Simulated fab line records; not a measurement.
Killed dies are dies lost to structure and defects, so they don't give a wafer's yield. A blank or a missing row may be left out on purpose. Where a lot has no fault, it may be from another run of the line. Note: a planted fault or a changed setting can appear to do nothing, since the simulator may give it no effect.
A lot that was struck, set against a sound lot ; flow rit cmos ; 15 out of 202 route steps
Sound: the wafers L159.1, L159.2, L159.6. Wafers L170.1, L170.3, L170.4 were the ones struck. The cause is given at the end.
Per side, at each step with rows, come the tool, then ch with its chambers, and then its first start. Under that, the readings that differ: sound wafers ; struck wafers ; difference of the means ; sigmas: that difference in standard deviations of wafers without a fault.
alike: readings whose means differ by less than 2 such deviations, and words and numbers that are the same on both sides. not compared: withheld readings, readings that some wafer has no value for, bounds like >300 that may hide the same value, and numbers for which the record gives no deviation and whose values overlap.
A row with sigmas, a row that says differs or no value, or rows on one side alone: a step with any of these is where the two part. When numbers do not overlap yet have no deviation, they are printed without sigmas and do not part them. Lack of a reading on every wafer of one side parts them only where that side has two or more wafers.

first, 4 steps without rows for these wafers: RIT_NLDD_SOFTBAKE_02 (time 60 s); RIT_NLDD_EXPOSE_03 (exposes mask M7, target cd 40700 nm); RIT_NLDD_PEB_04; RIT_NLDD_DEVELOP_05 (develop time 50 s).
RIT_NLDD_OVL_MEAS_06:
  sound on overlay-02 at day 3 05:27; struck on overlay-01 at day 5 11:29
  alike: NLDD_OVL
then, 2 steps without rows for these wafers: RIT_NLDD_HARDBAKE_07 (time 60 s); RIT_NLDD_IMPLANT_08.
RIT_NLDD_STRIP_09: strips in O2, time 180 s.
  sound on plasma asher-02 ch 0,1, day 3 05:47; struck on plasma asher-04 ch 0,1, day 5 11:55
  alike: drypump motor current A
  not compared: rf hours counter h
RIT_NLDD_TW_MEAS_10:
  sound on film metro-01 at day 3 05:58; struck on film metro-01 at day 5 12:05
  alike: NLDD_TW
then, 3 steps without rows for these wafers: RIT_PLDD_HMDS_00 (prime time 60 s); RIT_PLDD_COAT_01 (resist thk 1000 nm); RIT_PLDD_SOFTBAKE_02 (time 60 s).
RIT_PLDD_EXPOSE_03: exposes mask M8, target cd 40900 nm.
  sound on iline stepper-02 ch 0, day 3 06:36; struck on iline stepper-01 ch 0, day 5 12:45
reading;sound;struck;difference;sigmas
mask;M8#0 M8#0 M8#0;M8_R1#0 M8_R1#0 M8_R1#0;differs;
following that, these wafers have no rows for 1 step: RIT_PLDD_PEB_04.
RIT_M1_PROBE_99:
  sound on prober-01 at day 3 20:55; struck on prober-01 at day 6 03:35
reading;sound;struck;difference;sigmas
killed open;1 2 1;4 10 3;+4;+2
model.etest.pldd.width nm (nm);3202 3197 3216;2988 2996 2981;-217;
  alike: killed at contacts, killed at front end, killed dies, killed short

== WHERE THEY PART ==
Last at RIT_M1_PROBE_99 as far as this record goes, first at RIT_PLDD_EXPOSE_03.

WHY: whatever the simulator had introduced
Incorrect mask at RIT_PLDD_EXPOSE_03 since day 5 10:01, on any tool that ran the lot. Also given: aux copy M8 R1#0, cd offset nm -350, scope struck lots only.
